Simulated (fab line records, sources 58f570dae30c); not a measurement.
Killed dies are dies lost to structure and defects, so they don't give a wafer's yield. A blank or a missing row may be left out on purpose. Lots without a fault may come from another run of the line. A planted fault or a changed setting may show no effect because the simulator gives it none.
A struck lot beside a sound one | flow berkeley_cmos170 | 31 steps out of a route of 331
Sound: wafers L554.1, L554.2, L554.4. Struck: wafers L547.2, L547.4, L547.5. The cause comes at the end.
At each step with rows: each side's tool, then ch and its chambers, then its first start. Under that, the readings that differ: sound wafers | struck wafers | difference of the means | sigmas: that difference in standard deviations of wafers without a fault.
alike: readings whose means differ by less than 2 such deviations, and words and numbers that are the same on both sides. not compared: withheld readings, readings that some wafer has no value for, bounds like >300 that may hide the same value, and numbers for which the record gives no deviation and whose values overlap.
The two part at a step that has a row with sigmas, a row that says differs or no value, or rows on one side only. Numbers that don't overlap but have no deviation are shown without sigmas and don't part them. A reading that every wafer of one side lacks parts them only if that side has two wafers or more.

first, 6 steps without rows for these wafers: UCB170_V1_HMDS_06 (prime time 60 s); UCB170_V1_COAT_07 (resist thk 900 nm); UCB170_V1_SOFTBAKE_08 (time 60 s); UCB170_V1_EXPOSE_09 (exposes mask VIA1, target cd 700 nm); UCB170_V1_PEB_10; UCB170_V1_DEVELOP_11 (develop time 45 s).
UCB170_V1_CD_MEAS_12: target cd 700 nm.
  sound on cd_sem-01, day 11 09:56; struck on cd_sem-01, day 9 08:56
  alike: cd_nm
UCB170_V1_OVL_MEAS_13:
  sound on overlay-02, day 11 10:03; struck on overlay-01, day 9 09:02
  alike: V1_OVL
UCB170_V1_ETCH_14: etches SiO2 in CHF3/CF4/Ar, stops on Al, target depth 1250 nm, time 291 s.
  sound on rie_diel-02 ch 0,2,3, day 11 10:05; struck on rie_diel-01 ch 1,3, day 9 09:04
  alike: drypump_motor_current_A, oes_product_au, throttle_valve_pct
  not compared: rf_hours_counter_h
UCB170_V1_STRIP_15: strips in O2.
  sound on plasma_asher-01 ch 0,1, day 11 10:16; struck on plasma_asher-04 ch 0,1, day 9 09:14
  reading                     | sound          | struck         | difference | sigmas
  drypump_motor_current_A (A) | 5.59 5.43 5.44 | 6.12 6.10 5.86 | +0.54      | +2
  alike: oes_product_au, strip_time_to_endpoint_s
  not compared: rf_hours_counter_h
UCB170_V1_CD_MEAS_90: target cd 700 nm.
  sound on cd_sem-01, day 11 10:22; struck on cd_sem-02, day 9 09:22
  alike: cd_nm
then, 1 step without rows for these wafers: UCB170_M2_PRE_CLEAN_00 (preclean etch time 60 s).
UCB170_M2_SPUTTER_01: material Al, target thk 900 nm, time 120 s.
  sound on pvd_sputter-03, day 11 10:33; struck on pvd_sputter-03, day 9 09:47
  alike: cathode_dc_power_W, throttle_valve_pct
UCB170_M2_RS_MEAS_02: measures by four-point-probe.
  sound on film_metro-02, day 11 10:38; struck on film_metro-02, day 9 09:53
  reading           | sound                | struck               | difference | sigmas
  M2_AL_RS (ohm/sq) | 0.0316 0.0318 0.0319 | 0.0158 0.0159 0.0160 | -0.0159    | -37
UCB170_M2_THK_MEAS_03: measures by xrf.
  sound on film_metro-02, day 11 10:45; struck on film_metro-02, day 9 09:59
  reading        | sound       | struck         | difference | sigmas
  M2_AL_THK (nm) | 907 908 910 | 1824 1812 1794 | +902       | +69
then, 3 steps without rows for these wafers: UCB170_M2_HMDS_04 (prime time 60 s); UCB170_M2_COAT_05 (resist thk 900 nm); UCB170_M2_SOFTBAKE_06 (time 60 s).
UCB170_M2_STRIP_07: strips in O2.
  sound on plasma_asher-01 ch 0,1, day 11 11:39; struck on plasma_asher-04 ch 0,1, day 9 10:29
  alike: drypump_motor_current_A, oes_product_au, strip_time_to_endpoint_s
  not compared: rf_hours_counter_h
then, 7 steps without rows for these wafers: UCB170_M2_STRIP_08 (strips KrF in DMSO, time 600 s); UCB170_M2_COAT_09; UCB170_M2_COAT_10 (resist thk 900 nm); UCB170_M2_SOFTBAKE_11 (time 60 s); UCB170_M2_EXPOSE_12 (exposes mask METAL2, target cd 700 nm); UCB170_M2_PEB_13; UCB170_M2_DEVELOP_14 (develop time 45 s).
UCB170_M2_CD_MEAS_15: target cd 700 nm.
  sound on cd_sem-02, day 11 14:00; struck on cd_sem-01, day 9 11:38
  alike: cd_nm
UCB170_M2_OVL_MEAS_16:
  sound on overlay-01, day 11 14:07; struck on overlay-01, day 9 11:44
  alike: M2_OVL
UCB170_M2_ETCH_17: etches BARC in N2/H2.
  sound on rie_diel-04 ch 1,2,3, day 11 14:10; struck on rie_diel-04 ch 0,2, day 9 11:46
  alike: drypump_motor_current_A, oes_product_au, throttle_valve_pct
UCB170_M2_METAL_ETCH_18: etches Al in Cl2/BCl3, stops on SiO2, target depth 1170 nm, time 195 s.
  sound on rie_metal-03 ch 0,1, day 11 14:12; struck on rie_metal-03 ch 0,1, day 9 11:49
  reading                        | sound             | struck            | difference | sigmas
  oes_product_au (a.u.)          | 0.878 0.871 0.879 | 1.042 1.042 1.014 | +0.157     | +13
  model.etch.depth_nm (nm)       | 911.2 907.1 906.1 | 1208 1205 1157    | +282       |
  model.M2.feature_depth_nm (nm) | 970.5 962.1 965.4 | 1208 1205 1157    | +224       |
  alike: drypump_motor_current_A, throttle_valve_pct
  not compared: rf_hours_counter_h
UCB170_M2_STRIP_19: strips in O2.
  sound on plasma_asher-02 ch 0,1, day 11 14:23; struck on plasma_asher-04 ch 0, day 9 12:00
  alike: drypump_motor_current_A, oes_product_au
  not compared: rf_hours_counter_h

WHERE THEY PART
First at UCB170_V1_STRIP_15; last, within this record, at UCB170_M2_METAL_ETCH_18. Later steps at which nothing parts them and some readings are alike: UCB170_M2_STRIP_19.

WHY: what the simulator had put in
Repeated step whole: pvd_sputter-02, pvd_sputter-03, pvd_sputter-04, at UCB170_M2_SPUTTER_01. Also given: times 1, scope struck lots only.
